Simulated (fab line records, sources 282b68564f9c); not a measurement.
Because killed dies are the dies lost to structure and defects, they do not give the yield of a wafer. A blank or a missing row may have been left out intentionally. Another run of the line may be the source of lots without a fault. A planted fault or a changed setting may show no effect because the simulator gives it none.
2 desks looking at one fault :: flow rit-cmos :: every desk sees just its own numbers, and what lay behind them comes last

FOR THE TOOL OWNER'S DESK: rie-diel-02
The tool's own readings at RIT_ACTIVE_ETCH_13 (etches Si3N4 in SF6, stops on SiO2, time 210 s, target depth 210 nm): means of the sampled wafers that have a number, for each lot that ran on this tool. If a lot's mean is further than 4 standard deviations from the usual mean, the lot is out of limits and carries the mark OUT (the distance appears in the brackets).
Columns: A = SF6_flow_sccm at RIT_ACTIVE_ETCH_13, usual 200.0 sccm; B = drypump-motor-current-A at RIT_ACTIVE_ETCH_13, usual 5.5 A; C = oes-product-au at RIT_ACTIVE_ETCH_13, usual 0.818 a.u.; D = rf-fwd-power-W at RIT_ACTIVE_ETCH_13, usual 124.5 W; E = throttle-valve-pct at RIT_ACTIVE_ETCH_13, usual 7.51 %
lot: L896
first seen here: day 1 20:41
A: 199.7
B: 5.3
C: 0.815
D: 124.3
E: 7.45

lot: L898
first seen here: day 2 05:50
A: 200.4
B: 5.8
C: 0.811
D: 124.7
E: 7.50

lot: L901
first seen here: day 2 20:50
A: 199.3
B: 5.6
C: 0.839
D: 124.3
E: 7.41

lot: L902
first seen here: day 3 02:56
A: 199.7
B: 6.0
C: 0.805
D: 124.4
E: 7.44

lot: L908
first seen here: day 4 09:08
A: 200.1
B: 5.5
C: 0.804
D: 141.5 (+41) OUT
E: 7.47

lot: L912
first seen here: day 5 04:04
A: 200.3
B: 5.5
C: 0.813
D: 141.1 (+40) OUT
E: 7.46
Finding of this desk: L908, L912 out of limits; the first was L908 at day 4 09:08, on rf-fwd-power-W at RIT_ACTIVE_ETCH_13. L896, L898, L901, L902 stayed within limits.

FROM THE METROLOGY DESK
What the gauges read for every lot (on any tool): the sampled wafers with a number, averaged. If a lot's mean is further than 4 standard deviations from the usual mean, the lot is out of limits and carries the mark OUT (the distance appears in the brackets).
Columns: A = INCOMING_BOW at RIT_ACTIVE_BOW_MEAS_00, usual 0 um
lot: L895
first seen here: day 1 10:00
A: -4

lot: L896
first seen here: day 1 15:00
A: -4

lot: L898
first seen here: day 2 01:01
A: 2

lot: L899
first seen here: day 2 06:00
A: -7

lot: L900
first seen here: day 2 11:00
A: 1

lot: L901
first seen here: day 2 16:00
A: -4

lot: L902
first seen here: day 2 21:00
A: 5

lot: L903
first seen here: day 3 02:00
A: -5

lot: L908
first seen here: day 4 03:00
A: -7

lot: L909
first seen here: day 4 08:01
A: -5

lot: L911
first seen here: day 4 18:00
A: -4

lot: L912
first seen here: day 4 23:00
A: 1

lot: L915
first seen here: day 5 14:00
A: -4

lot: L916
first seen here: day 5 19:01
A: 3
This desk's finding: nothing out of limits on any of the 14 lots.

ALL TOGETHER
An alarm could have come from the tool owner's desk at day 4 09:08, on L908, L912.
At the metrology desk, nothing out of limits was observed.
The metrology desk has L908, L912 on record, within its limits.
Every lot named ran RIT_ACTIVE_ETCH_13 on rie-diel-02.

WHAT WAS PUT IN BY THE SIMULATOR
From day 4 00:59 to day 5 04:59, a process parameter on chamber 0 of rie-diel-02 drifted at RIT_ACTIVE_ETCH_13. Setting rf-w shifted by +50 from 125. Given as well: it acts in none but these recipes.
Struck lots among those shown: L908, L912.
Each desk's first reading out of limits, in hours after the fault started: the tool owner's desk, 8.
